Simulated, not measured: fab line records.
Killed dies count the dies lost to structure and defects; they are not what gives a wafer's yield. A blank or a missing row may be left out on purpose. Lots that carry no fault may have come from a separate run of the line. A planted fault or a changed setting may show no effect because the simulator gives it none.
Code-filled problem report in 8D (eight disciplines) form :: flow berkeley_cmos170 :: the parts of the form that need people (team, actions taken, sign-off) are left out

== 1. THE PROBLEM ==
Across 6 wafers from 2 lots, SPACER_TEOS_THK at UCB170_SPACER_THK_MEAS_01 averages 228 nm, while fault-free wafers read 377 nm with a standard deviation of 5.1. That puts it -29 standard deviations away from the usual mean.
Seen first at day 9 11:52 on film_metro-04, wafer L924.2. At this step, 42 wafers from 14 lots have a number in the record. The rule behind "out" and "out of limits": a value lying over 4 standard deviations away from the usual mean. The other wafers with a number count as sound.

== 2. WHAT THIS IS AND IS NOT ==
question: which readings at this step
is: SPACER_TEOS_THK
is not: -

question: which lots
is: L924, L927
is not: L911, L912, L913, L914, L915, L916, L917, L921, L928, L929, L933, L934

question: which wafers of those lots
is: all that have a number
is not: -

question: read on which gauges
is: film_metro-04
is not: film_metro-01, film_metro-03

question: when
is: from day 9 11:52
is not: up to then (24 sound wafers); but 12 sound wafers of L928, L929, L933, L934 came after

== 3. SUSPECTS, AND WHAT RULES EACH OUT ==
Counting: any tool at a process step up to the reading is kept as a suspect provided that every lot that is out went through it and no sound lot did after the first of them.
- ruled out: the gauge at UCB170_SPACER_THK_MEAS_01. All the wafers that are out were read on film_metro-04, but those of them that UCB170_SPACER_ETCHBACK_03 has rows for are out there too, on other tools.
- pecvd-01 at UCB170_SPACER_CVD_00 (deposits SiO2 from TEOS/O2, target thk 376 nm, time 47 s): kept. It ran every lot that is out, first L924 (day 9 11:49), and no sound lot after that; its last sound lot up to then is L921 (day 8 03:18).
The count leaves pecvd-01 at UCB170_SPACER_CVD_00.

== 4. THE CAUSE (what the simulator had put in) ==
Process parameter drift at UCB170_SPACER_CVD_00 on pecvd-01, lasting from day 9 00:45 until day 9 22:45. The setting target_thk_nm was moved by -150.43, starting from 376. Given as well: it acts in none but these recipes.
Counting left only this tool.

== 5. SEQUENCE OF EFFECTS, ordered by route ==
One row per reading whose mean, taken over the struck wafers that have a number, lies over 3 standard deviations from the usual. Only readings whose record carries a usual standard deviation are examined. hours: median over the lots of the time between each lot's start at the first step of this table that gives one and its start at this step. sigmas: the change, counted in usual standard deviations.
hours: 0
step: UCB170_SPACER_THK_MEAS_01
reading: SPACER_TEOS_THK
usual: 377 nm
on struck wafers: 228
change: -150
sigmas: -29

hours: 7
step: UCB170_SPACER_ETCHBACK_03
reading: oes_product_au
usual: 0.905 a.u.
on struck wafers: 0.635
change: -0.270
sigmas: -16
It contains these process steps:
- UCB170_SPACER_ETCHBACK_03: etches SiO2 in CHF3/CF4/Ar, stops on Si, target depth 376 nm, time 100 s.

== 6. HOW IT WOULD HAVE BEEN CAUGHT EARLIER ==
The first out-of-limits reading at a measuring or inspecting step in this record came at day 9 11:52, 11 hours after the fault's start at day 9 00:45.
Tool readings at UCB170_SPACER_CVD_00 with a usual standard deviation given in the record: none out on any struck wafer, hence no alarm at a limit of 4 standard deviations on them.
Among the 2 lots that are out, L927 began UCB170_SPACER_CVD_00 on pecvd-01 after day 9 11:52. Had the tool been put on hold then, it would have been spared.
